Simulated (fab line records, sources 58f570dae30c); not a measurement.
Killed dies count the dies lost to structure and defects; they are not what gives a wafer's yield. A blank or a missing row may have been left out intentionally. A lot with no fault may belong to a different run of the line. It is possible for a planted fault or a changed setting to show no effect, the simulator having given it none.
The tool behind it: which one? / flow berkeleyCmos170 / Sampling: 7 lots, 21 wafers, 3 of 331 route steps

== WHAT EACH GAUGE READ, for each wafer ==
UCB170_NSD_CD_MEAS_06: the cd target is 1200 nm.
lot=L276; measured=day 8 01:54; on=cdSem-02; cdNm (nm)=1198.2 1199.3 1199.7
lot=L279; measured=day 8 10:16; on=cdSem-01; cdNm (nm)=1199.2 1200.1 1198.9
lot=L278; measured=day 8 10:57; on=cdSem-01; cdNm (nm)=1201.6 1201.8 1201.6
lot=L281; measured=day 8 23:55; on=cdSem-01; cdNm (nm)=1198.4 1199.3 1197.8
lot=L286; measured=day 10 00:58; on=cdSem-01; cdNm (nm)=- - -
lot=L290; measured=day 10 18:51; on=cdSem-01; cdNm (nm)=- - -
lot=L293; measured=day 11 05:14; on=cdSem-01; cdNm (nm)=1201.2 1201.3 1202.6

== EACH LOT AND THE TOOL THAT RAN IT (in order: tool; ch and the chambers of the sampled wafers; start) ==
lot=L276; UCB170_PSD_STRIP_09=plasmaAsher-03 ch 0,1, day 7 23:41; UCB170_NSD_COAT_01=lithoTrack-03 ch 0, day 8 01:01
lot=L279; UCB170_PSD_STRIP_09=plasmaAsher-03 ch 0,1, day 8 08:25; UCB170_NSD_COAT_01=lithoTrack-01 ch 0, day 8 09:15
lot=L278; UCB170_PSD_STRIP_09=plasmaAsher-02 ch 0,1, day 8 08:41; UCB170_NSD_COAT_01=lithoTrack-01 ch 0, day 8 09:43
lot=L281; UCB170_PSD_STRIP_09=plasmaAsher-04 ch 0,1, day 8 22:13; UCB170_NSD_COAT_01=lithoTrack-01 ch 0, day 8 22:58
lot=L286; UCB170_PSD_STRIP_09=plasmaAsher-04 ch 0,1, day 9 23:19; UCB170_NSD_COAT_01=lithoTrack-03, day 10 00:07
lot=L290; UCB170_PSD_STRIP_09=plasmaAsher-04 ch 0,1, day 10 14:09; UCB170_NSD_COAT_01=lithoTrack-02, day 10 17:34
lot=L293; UCB170_PSD_STRIP_09=plasmaAsher-04 ch 0,1, day 11 03:21; UCB170_NSD_COAT_01=lithoTrack-01 ch 0, day 11 04:16
- UCB170_PSD_STRIP_09: strips in O2.
- UCB170_NSD_COAT_01: resist thk 900 nm.

== THE ANSWER, worked out from the rows above alone ==
Rule: the usual values come from the lots themselves. Put in order of their means at a reading, lots are off if they are a third of the lots or fewer, leave a main group of 4 or more, and stand apart from it by a gap of 3 or more times the standard deviation of the main group's means; of several such gaps the widest counts. The tables above print the reading to a certain number of digits; a main group whose means all agree to those digits is not used. A lot without any number at a reading at which 4 lots or more have one is off too. All remaining lots with rows at the step are treated as sound.
Off: L286, L290, at UCB170_NSD_CD_MEAS_06 (cdNm). Without a number there: L286, L290. For the main group the mean is 1200.1 nm and the standard deviation 1.4.
A tool fits if, at a process step before that reading, it ran every lot that is off, and no sound lot after the first of them. Those tools and the gauges at UCB170_NSD_CD_MEAS_06 are tried in the same way. Of those tried, none fits.

== WHAT HAD BEEN PUT IN BY THE SIMULATOR ==
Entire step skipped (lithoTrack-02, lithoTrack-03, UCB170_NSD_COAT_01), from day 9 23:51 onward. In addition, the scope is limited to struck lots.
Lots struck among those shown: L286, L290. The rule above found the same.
